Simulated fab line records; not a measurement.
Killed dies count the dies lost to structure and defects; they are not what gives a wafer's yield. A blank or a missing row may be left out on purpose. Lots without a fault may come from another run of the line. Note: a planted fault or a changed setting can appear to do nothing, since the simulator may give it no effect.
Which tool did it?	flow berkeleyCmos170	45 wafers sampled from 15 lots at 1 step of a route of 331

== WHAT EACH GAUGE READ, for each wafer ==
The record lacks any reading of a measuring or inspecting step that a usual standard deviation could be used to judge.

== EACH LOT AND THE TOOL THAT RAN IT (in order: tool; ch and the chambers of the sampled wafers; start) ==
lot	UCB170_V2_EXPOSE_09
L573	krfScanner-01 ch 0, day 7 12:36
L574	krfScanner-02 ch 0, day 7 14:43
L571	krfScanner-02 ch 0, day 7 15:15
L577	krfScanner-01 ch 0, day 8 08:34
L575	krfScanner-01 ch 0, day 8 08:54
L576	krfScanner-02 ch 0, day 8 09:10
L579	krfScanner-01 ch 0, day 8 18:10
L580	krfScanner-01 ch 0, day 9 07:55
L584	krfScanner-01 ch 0, day 9 12:18
L586	krfScanner-02, day 10 19:25
L587	krfScanner-02, day 10 23:15
L589	krfScanner-02, day 10 23:50
L588	krfScanner-02 ch 0, day 11 04:47
L593	krfScanner-02 ch 0, day 11 20:14
L594	krfScanner-01 ch 0, day 12 09:45
- UCB170_V2_EXPOSE_09: exposes mask VIA2, target cd 700 nm.

== AS READ BY THE TOOLS THEMSELVES (means over the sampled wafers that have a number; for cases with no such wafer, the mark the record gives instead) ==
UCB170_V2_EXPOSE_09.
lot	tool	exposureDoseMJCm2	focusOffsetNm (nm)	stageVelMmS (mm/s)
L573	krfScanner-01	36.96	0.4	500.04
L574	krfScanner-02	36.99	-0.6	499.91
L571	krfScanner-02	37.00	0.7	500.10
L577	krfScanner-01	36.95	0.3	500.21
L575	krfScanner-01	36.99	0.3	499.77
L576	krfScanner-02	37.00	-0.4	500.23
L579	krfScanner-01	36.99	-0.4	500.26
L580	krfScanner-01	36.96	-0.2	499.99
L584	krfScanner-01	36.97	0.5	499.99
L586	krfScanner-02	-	-	-
L587	krfScanner-02	-	-	-
L589	krfScanner-02	-	-	-
L588	krfScanner-02	36.98	-0.1	500.19
L593	krfScanner-02	37.00	-0.7	499.92
L594	krfScanner-01	36.97	0.4	500.01

== THE ANSWER, worked out from the rows above alone ==
Rule: the usual values come from the lots themselves. The widest of any qualifying gaps counts: lots, ordered by their means at a reading, are off when they make up no more than a third of the lots, leave a main group of 4 or more, and stand apart from it by 3 or more times the standard deviation of that group's means. If all means in a main group match to the digits the tables above print for the reading, that group is not used. A lot without any number at a reading at which 4 lots or more have one is off too. Where the step has rows for the other lots, those lots are counted as sound. The gauges are gone through in route order, then the tools' own readings, and for those a lot's mean is taken as printed above. The first step at which some lot is off is used, and at that step the reading that is off furthest; a lot without a number counts as furthest.
Off, at UCB170_V2_EXPOSE_09 on exposureDoseMJCm2: L586, L587, L589. Without a number there: L586, L587, L589. For the main group the mean is 36.98 and the standard deviation 0.017.
If a tool, at that step or one of the process steps before it, ran each lot that is off and ran no sound lot following the first of them, it fits. None of those tried fits.

== WHAT WAS PUT IN BY THE SIMULATOR ==
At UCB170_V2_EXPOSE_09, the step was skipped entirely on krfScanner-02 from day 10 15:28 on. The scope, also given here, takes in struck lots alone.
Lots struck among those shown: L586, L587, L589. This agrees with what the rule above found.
